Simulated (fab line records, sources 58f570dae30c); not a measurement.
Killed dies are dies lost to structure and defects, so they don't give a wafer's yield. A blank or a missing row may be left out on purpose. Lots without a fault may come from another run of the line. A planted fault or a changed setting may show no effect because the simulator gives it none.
One fault seen from 2 desks | flow berkeley_cmos170 | each desk has only its own numbers; what lay behind them comes last

THE TOOL OWNER'S DESK: lpcvd-01
The tool's own readings at UCB170_GATE_CVD_04 (deposits poly-Si from SiH4, time 1440 s, target thk 214 nm): means of the sampled wafers that have a number, for each lot that ran on this tool. A lot is out of limits, marked OUT, if its mean lies more than 4 standard deviations from the usual mean; the brackets give that distance.
Columns: A = spike_tc_centre_C at UCB170_GATE_CVD_04, usual 613.1 C; B = spike_tc_load_C at UCB170_GATE_CVD_04, usual 631.5 C; C = spike_tc_source_C at UCB170_GATE_CVD_04, usual 629.1 C; D = susceptor_temp_C at UCB170_GATE_CVD_04, usual 610.04 C
lot  | first seen here | A               | B               | C                | D
L682 | day 7 17:34     | 614.5           | 628.6           | 628.3            | 610.14
L683 | day 7 17:34     | 612.2           | 632.8           | 633.5            | 610.22
L684 | day 7 17:34     | 613.2           | 629.4           | 627.8            | 610.28
L691 | day 9 13:06     | 634.9 (+18) OUT | 649.3 (+10) OUT | 649.0 (+9.5) OUT | 609.68
This desk's finding: out of limits on L691; first on L691, day 9 13:06 (spike_tc_centre_C at UCB170_GATE_CVD_04). In limits: L682, L683, L684.

THE METROLOGY DESK
What the gauges read, lot by lot, whatever tool the lot ran on: means of the sampled wafers that have a number. A lot is out of limits, marked OUT, if its mean lies more than 4 standard deviations from the usual mean; the brackets give that distance.
Columns: A = PWELL_TW at UCB170_PWELL_TW_MEAS_17, usual 378.8; B = PFIELD_TW at UCB170_PFIELD_TW_MEAS_09, usual 601; C = GATE_POLY_THK at UCB170_GATE_THK_MEAS_05, usual 214.1 nm; D = NLDD_TW at UCB170_NLDD_TW_MEAS_11, usual 2209
lot  | first seen here | A     | B   | C               | D
L681 | day 3 04:46     | 378.6 | 602 | 214.9           | 2210
L683 | day 3 18:37     | 375.3 | 597 | 216.3           | 2192
L682 | day 3 19:16     | 375.0 | 606 | 214.3           | 2203
L684 | day 4 01:43     | 377.6 | 595 | 215.1           | 2216
L685 | day 4 08:05     | 376.9 | 605 | 215.8           | 2193
L686 | day 4 08:38     | 380.6 | 608 | 214.5           | 2224
L691 | day 5 14:01     | 382.2 | 602 | 339.2 (+52) OUT | -
L696 | day 6 13:38     | 376.1 | 598 | 214.0           | 2193
L695 | day 6 13:50     | 379.2 | 598 | 210.6           | 2237
L697 | day 6 13:55     | 381.9 | 600 | 215.7           | 2226
L702 | day 8 06:04     | 377.0 | 599 | 216.5           | 2194
L704 | day 8 06:05     | 380.1 | 601 | 217.2           | 2216
L703 | day 8 06:11     | 376.3 | 602 | 215.6           | 2198
This desk's finding: out of limits on L691; first on L691, day 9 14:30 (GATE_POLY_THK at UCB170_GATE_THK_MEAS_05). In limits: L681, L683, L682, L684, L685, L686, L696, L695, L697, L702, L704, L703.

PUT TOGETHER
The tool owner's desk could have raised an alarm at day 9 13:06, on L691.
The metrology desk could have raised an alarm at day 9 14:30, on L691.
Of the lots named, all ran UCB170_GATE_CVD_04 on lpcvd-01.

WHAT THE SIMULATOR HAD PUT IN
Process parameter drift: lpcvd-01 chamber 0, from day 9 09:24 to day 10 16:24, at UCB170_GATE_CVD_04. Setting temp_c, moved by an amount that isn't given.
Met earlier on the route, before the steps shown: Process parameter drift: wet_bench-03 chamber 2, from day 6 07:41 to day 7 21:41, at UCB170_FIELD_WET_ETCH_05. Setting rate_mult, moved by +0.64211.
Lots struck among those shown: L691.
Hours from the fault's start to each desk's first reading out of limits: the tool owner's desk, 4; the metrology desk, 5.
